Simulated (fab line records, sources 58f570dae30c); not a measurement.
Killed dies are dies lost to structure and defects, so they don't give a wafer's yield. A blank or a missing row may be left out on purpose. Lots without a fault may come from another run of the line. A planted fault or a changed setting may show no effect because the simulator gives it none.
Which tool did it? | flow berkeley_cmos170 | 15 lots, 45 wafers sampled, at 4 steps of a route of 331

WHAT THE GAUGES READ, wafer by wafer
UCB170_CONTACT_CD_MEAS_15: target cd 700 nm.
lot  | measured     | on        | cd_nm (nm)
L236 | day 8 03:15  | cd_sem-01 | 702.3 701.6 702.3
L239 | day 8 17:25  | cd_sem-01 | 698.5 698.1 698.1
L238 | day 8 15:31  | cd_sem-01 | 702.4 701.5 702.6
L241 | day 9 02:08  | cd_sem-01 | 699.4 698.6 698.5
L240 | day 9 02:22  | cd_sem-02 | 697.5 698.6 698.9
L242 | day 9 02:40  | cd_sem-01 | 702.1 701.6 701.4
L244 | day 10 00:25 | cd_sem-02 | 703.2 701.4 702.3
L243 | day 10 02:32 | cd_sem-01 | 703.3 700.3 702.2
L249 | day 11 02:11 | cd_sem-01 | 698.5 698.5 701.1
L251 | day 11 11:35 | cd_sem-02 | 701.7 703.7 702.3
L253 | day 11 20:04 | cd_sem-01 | 699.0 699.1 700.0
L255 | day 12 11:45 | cd_sem-01 | 697.1 697.2 697.5
L256 | day 12 11:35 | cd_sem-01 | 697.9 699.4 698.8
L257 | day 12 22:25 | cd_sem-01 | 699.0 698.5 698.4
L259 | day 13 04:42 | cd_sem-02 | 699.1 698.5 698.9

UCB170_M2_CD_MEAS_90: target cd 700 nm.
lot  | measured     | on        | cd_nm (nm)
L236 | day 8 14:19  | cd_sem-02 | 708 700 703
L239 | day 9 03:07  | cd_sem-02 | 703 700 700
L238 | day 9 01:02  | cd_sem-02 | 695 695 696
L241 | day 9 10:44  | cd_sem-02 | 699 705 704
L240 | day 9 12:29  | cd_sem-01 | 704 700 701
L242 | day 9 12:53  | cd_sem-02 | 706 705 708
L244 | day 10 11:26 | cd_sem-01 | 699 704 700
L243 | day 10 12:35 | cd_sem-01 | 700 700 701
L249 | day 11 12:03 | cd_sem-02 | 694 695 696
L251 | day 11 20:54 | cd_sem-02 | 695 694 693
L253 | day 12 04:45 | cd_sem-01 | 699 699 697
L255 | day 12 23:30 | cd_sem-01 | 698 699 693
L256 | day 12 22:28 | cd_sem-02 | 698 697 697
L257 | day 13 07:52 | cd_sem-02 | 707 704 708
L259 | day 13 15:08 | cd_sem-02 | 708 707 703

WHICH TOOL RAN EACH LOT (tool, then ch and the chambers of the sampled wafers, then the start)
lot  | UCB170_ACTIVE_CLEAN_17         | UCB170_M2_STRIP_19
L236 | wet_bench-04 ch 1, day 4 18:41 | plasma_asher-03 ch 0,1, day 8 14:12
L239 | wet_bench-03 ch 3, day 5 09:11 | plasma_asher-04 ch 0,1, day 9 03:00
L238 | wet_bench-04 ch 2, day 5 13:41 | plasma_asher-04 ch 0,1, day 9 00:56
L241 | wet_bench-04 ch 0, day 5 21:17 | plasma_asher-03 ch 0,1, day 9 10:38
L240 | wet_bench-04 ch 3, day 5 21:55 | plasma_asher-04 ch 0,1, day 9 12:23
L242 | wet_bench-04 ch 2, day 5 21:55 | plasma_asher-03 ch 0,1, day 9 12:47
L244 | wet_bench-03 ch 3, day 6 13:31 | plasma_asher-02 ch 0,1, day 10 11:20
L243 | wet_bench-03 ch 3, day 6 13:50 | plasma_asher-03 ch 0,1, day 10 12:29
L249 | wet_bench-03 ch 1, day 7 18:23 | plasma_asher-03 ch 0,1, day 11 11:57
L251 | wet_bench-02 ch 3, day 8 03:07 | plasma_asher-04 ch 0,1, day 11 20:47
L253 | wet_bench-02 ch 1, day 8 09:32 | plasma_asher-04 ch 0,1, day 12 04:38
L255 | wet_bench-04 ch 1, day 9 03:44 | plasma_asher-03 ch 1, day 12 23:24
L256 | wet_bench-04 ch 1, day 9 04:05 | plasma_asher-04 ch 0,1, day 12 22:20
L257 | wet_bench-04 ch 3, day 9 11:47 | plasma_asher-03 ch 0,1, day 13 07:46
L259 | wet_bench-04 ch 2, day 9 21:21 | plasma_asher-04 ch 0,1, day 13 15:00
- UCB170_ACTIVE_CLEAN_17: cleans in SPM, time 600 s.
- UCB170_M2_STRIP_19: strips in O2.

WHAT THE TOOLS THEMSELVES READ (means of the sampled wafers that have a number; where no wafer has one, the mark that the record gives instead)
UCB170_M2_STRIP_19.
lot  | tool            | drypump_motor_current_A (A) | oes_product_au (a.u.)
L236 | plasma_asher-03 | 5.74                        | 0.507
L239 | plasma_asher-04 | 5.43                        | 0.526
L238 | plasma_asher-04 | 5.64                        | 0.530
L241 | plasma_asher-03 | 5.77                        | 0.557
L240 | plasma_asher-04 | 5.43                        | 0.522
L242 | plasma_asher-03 | 5.73                        | 0.509
L244 | plasma_asher-02 | 5.49                        | 0.522
L243 | plasma_asher-03 | 5.76                        | 0.522
L249 | plasma_asher-03 | 5.73                        | 0.532
L251 | plasma_asher-04 | 5.42                        | 0.529
L253 | plasma_asher-04 | 5.65                        | 0.540
L255 | plasma_asher-03 | 5.81                        | 0.539
L256 | plasma_asher-04 | 5.63                        | 0.530
L257 | plasma_asher-03 | 5.74                        | 0.511
L259 | plasma_asher-04 | 5.64                        | 0.513

THE ANSWER, worked out from the rows above alone
Rule: what is usual is taken from the lots themselves. Put in order of their means at a reading, lots are off if they are a third of the lots or fewer, leave a main group of 4 or more, and stand apart from it by a gap of 3 or more times the standard deviation of the main group's means; of several such gaps the widest counts. A main group whose means are all the same, to the digits that the tables above print for the reading, isn't used. A lot without any number at a reading at which 4 lots or more have one is off too. The other lots that the step has rows for count as sound. The gauges are gone through in route order, then the tools' own readings, and for those a lot's mean is taken as printed above. The first step at which some lot is off is used, and at that step the reading that is off furthest; a lot without a number counts as furthest.
No lot is off at any reading shown: from this, nothing can be told.

WHAT THE SIMULATOR HAD PUT IN
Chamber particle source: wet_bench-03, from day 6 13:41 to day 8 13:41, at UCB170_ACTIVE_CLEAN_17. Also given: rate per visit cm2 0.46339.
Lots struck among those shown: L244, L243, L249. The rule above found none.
